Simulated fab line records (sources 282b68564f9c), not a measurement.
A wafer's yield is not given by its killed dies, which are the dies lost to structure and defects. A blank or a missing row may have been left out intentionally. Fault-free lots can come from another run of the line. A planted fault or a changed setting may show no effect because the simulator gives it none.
8D (eight disciplines) problem report, filled in by code + flow rit_cmos + the parts of the form that need people (team, actions taken, sign-off) are left out

## 1. PROBLEM STATEMENT
Mean of killed_at_front_end at RIT_M1_PROBE_99: 263.8 across 12 wafers in 4 lots; on wafers with no fault it is 6.7 (standard deviation 3). That puts it +86 standard deviations away from the usual mean.
Seen first at day 4 14:40 on prober-01, wafer L750.2. At this step, 24 wafers from 8 lots have a number in the record. The rule behind "out" and "out of limits": a value lying over 4 standard deviations away from the usual mean. The other wafers with a number count as sound.

## 2. WHAT IT IS, WHAT IT ISN'T
| question                    | is                                              | is not                                                                                |
|-----------------------------|-------------------------------------------------|---------------------------------------------------------------------------------------|
| which readings at this step | killed_at_front_end, killed_dies, killed_on_rim | killed_short                                                                          |
| which lots                  | L750, L752, L753, L758                          | L760, L761, L763, L764                                                                |
| which wafers of those lots  | all that have a number                          | -                                                                                     |
| read on which tools         | prober-01, prober-02                            | -                                                                                     |
| when                        | from day 4 14:40                                | up to then (0 sound wafers); but 12 sound wafers of L760, L761, L763, L764 came after |

## 3. WHAT RULES OUT EACH SUSPECT
Counting: a tool at any process step up to the reading remains a suspect when it ran all the lots that are out and ran no sound lot after the first of those.
- iline_stepper-01 at RIT_NRETRO_EXPOSE_03 (exposes mask M4, target cd 43900 nm): kept. It ran every lot that is out, first L750 (day 3 07:20), and no sound lot after that.
After counting, what remains is iline_stepper-01 at RIT_NRETRO_EXPOSE_03.

## 4. THE CAUSE (what the simulator had put in)
Scanner matching overlay: iline_stepper-01, from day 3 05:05 on, at RIT_NRETRO_EXPOSE_03. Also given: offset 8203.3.
This tool alone remained once counting was done.

## 5. THE CHAIN OF EFFECTS, in route order
One row per reading whose mean, taken over the struck wafers that have a number, lies over 3 standard deviations from the usual. Only readings for which the record gives a usual standard deviation are gone through. hours: the time from each lot's start at the first step in this table that gives one to its start at this step, as a median over the lots. sigmas: the change in usual standard deviations.
| hours | step            | reading             | usual | on struck wafers | change | sigmas |
|-------|-----------------|---------------------|-------|------------------|--------|--------|
| 0     | RIT_M1_PROBE_99 | killed_at_front_end | 6.7   | 263.8            | +257.1 | +86    |
| 0     | RIT_M1_PROBE_99 | killed_dies         | 6.9   | 264.0            | +257.1 | +86    |
| 0     | RIT_M1_PROBE_99 | killed_on_rim       | 1.8   | 70.0             | +68.2  | +49    |
The process steps in it:
- RIT_M1_PROBE_99
Readings that are blank on the struck wafers while sound wafers have them: NRETRO_OVL at RIT_NRETRO_OVL_MEAS_06.

## 6. WHAT WOULD HAVE CAUGHT IT SOONER
In this record the first reading out of limits was taken at day 4 14:40, 34 hours after the fault began at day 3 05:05.
Between RIT_NRETRO_EXPOSE_03 and RIT_M1_PROBE_99, RIT_NRETRO_OVL_MEAS_06 gave no NRETRO_OVL on the struck wafers, where sound wafers have one: a measuring or inspecting step that comes back empty is itself a sign.
Of the tool readings at RIT_NRETRO_EXPOSE_03 for which the record gives a usual standard deviation, none was out on any struck wafer, so an alarm limit of 4 standard deviations on them would not have fired.
L758, from the lots that are out (4), started RIT_NRETRO_EXPOSE_03 on iline_stepper-01 later than day 4 14:40. A tool hold placed at that time would have kept it from harm.
